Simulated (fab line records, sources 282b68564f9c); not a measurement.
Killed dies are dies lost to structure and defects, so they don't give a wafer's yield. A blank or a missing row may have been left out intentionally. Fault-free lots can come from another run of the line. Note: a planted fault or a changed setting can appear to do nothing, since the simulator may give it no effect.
One fault through the eyes of 2 desks -- flow rit cmos -- every desk sees just its own numbers, and what lay behind them comes last

== FOR THE TOOL OWNER'S DESK: implanter-04 ==
RIT_PRETRO_IMPLANT_08, tool's own readings: per-lot mean of the sampled wafers with a number, covering each lot this tool ran. A lot is out of limits, marked OUT, if its mean lies more than 4 standard deviations from the usual mean; the brackets give that distance.
Columns: A = beam energy keV at RIT_PRETRO_IMPLANT_08, usual 44.999
lot,first seen here,A
L718,day 2 23:54,45.008
L722,day 3 20:09,45.001
L723,day 3 23:35,44.996
L725,day 4 09:55,44.994
L726,day 4 18:46,54.907 (+99 or more) OUT
L728,day 5 05:58,54.918 (+99 or more) OUT
L729,day 5 13:41,54.896 (+99 or more) OUT
This desk finds L726, L728, L729 out of limits, L726 being first, at day 4 18:46 (beam energy keV at RIT_PRETRO_IMPLANT_08). L718, L722, L723, L725 stayed within limits.

== AT THE METROLOGY DESK ==
Means of the sampled wafers that have a number, per lot and without regard to the tool the lot ran on: this is what the gauges read. A lot is out of limits, marked OUT, if its mean lies more than 4 standard deviations from the usual mean; the brackets give that distance.
Columns: A = PRETRO_TW at RIT_PRETRO_TW_MEAS_10, usual 478.8; B = PLDD_TW at RIT_PLDD_TW_MEAS_10, usual 2360; C = CONTACT_OVL at RIT_CONTACT_OVL_MEAS_09, usual 1.2 nm; D = cd nm at RIT_CONTACT_CD_MEAS_90, usual 1000.0 nm
lot,first seen here,A,B,C,D
L718,day 3 00:13,478.2,2351,1.0,1001.2
L719,day 3 04:26,476.7,2357,3.2,999.7
L720,day 3 08:45,479.0,2372,0.0,998.1
L721,day 3 15:35,476.7,2371,0.7,999.9
L722,day 3 20:28,475.3,2377,2.5,1000.4
L723,day 3 23:55,482.7,2352,-1.1,1004.8
L724,day 4 04:46,481.6,2365,2.3,998.2
L725,day 4 10:13,476.9,2339,2.6,1000.1
L726,day 4 19:05,494.3 (+6.0) OUT,2351,1.1,1000.0
L727,day 5 01:55,475.1,2378,0.8,1001.3
L728,day 5 06:18,493.7 (+5.7) OUT,2360,2.7,1001.2
L729,day 5 14:01,494.4 (+6.0) OUT,2371,2.8,999.9
L735,day 6 23:26,478.7,2360,0.7,1003.3
L736,day 6 23:46,478.2,2342,-0.5,999.5
L739,day 7 08:09,479.3,2346,0.7,1000.6
This desk's finding: out of limits on L726, L728, L729; first on L726, day 4 19:05 (PRETRO_TW at RIT_PRETRO_TW_MEAS_10). L718, L719, L720, L721, L722, L723, L724, L725, L727, L735, L736, L739 stayed within limits.

== BROUGHT TOGETHER ==
The tool owner's desk had the chance to raise an alarm at day 4 18:46 on L726, L728, L729.
Metrology desk: alarm possible at day 4 19:05 on L726, L728, L729.
On implanter-04, each named lot ran RIT_PRETRO_IMPLANT_08.

== WHAT THE SIMULATOR PUT IN ==
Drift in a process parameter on implanter-04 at RIT_PRETRO_IMPLANT_08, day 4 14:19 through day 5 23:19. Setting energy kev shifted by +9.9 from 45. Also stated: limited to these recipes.
Shown lots that were struck: L726, L728, L729.
Hours from the fault's start to each desk's first reading out of limits: the tool owner's desk, 4; the metrology desk, 5.
